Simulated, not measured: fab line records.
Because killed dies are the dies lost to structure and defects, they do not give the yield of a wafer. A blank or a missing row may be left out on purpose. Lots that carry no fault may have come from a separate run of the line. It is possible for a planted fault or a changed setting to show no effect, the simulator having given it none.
Which of the tools did it? -- flow ritCmos -- 6 lots, 18 wafers sampled, at 1 step of a route of 202

## WHAT EACH GAUGE READ, for each wafer
RIT_ACTIVE_THK_MEAS_04.
lot,measured,on,ACTIVE_NITRIDE_THK (nm)
L625,day 1 19:14,filmMetro-03,149.5 148.4 148.5
L627,day 2 04:32,filmMetro-02,149.6 150.6 150.9
L629,day 2 15:06,filmMetro-03,149.0 148.1 148.3
L631,day 3 01:07,filmMetro-03,150.9 151.0 151.5
L641,day 5 02:33,filmMetro-01,150.4 149.8 149.5
L644,day 5 17:32,filmMetro-02,150.0 150.8 150.1

## WHAT TOOL EACH LOT RAN ON (gives the tool, then ch and the chambers of the sampled wafers, and finally the start)
The record holds no process step before these readings.

## THE ANSWER, worked out from the rows above alone
Rule: usual is defined by the lots themselves. Put in order of their means at a reading, lots are off if they are a third of the lots or fewer, leave a main group of 4 or more, and stand apart from it by a gap of 3 or more times the standard deviation of the main group's means; of several such gaps the widest counts. A main group is skipped when, at the precision printed for the reading in the tables above, its means are all equal. Also off: a lot with no number at a reading for which 4 or more lots have one. All remaining lots with rows at the step are treated as sound.
Nothing can be told from this: no lot is off at any reading shown.

## WHAT WAS PUT IN BY THE SIMULATOR
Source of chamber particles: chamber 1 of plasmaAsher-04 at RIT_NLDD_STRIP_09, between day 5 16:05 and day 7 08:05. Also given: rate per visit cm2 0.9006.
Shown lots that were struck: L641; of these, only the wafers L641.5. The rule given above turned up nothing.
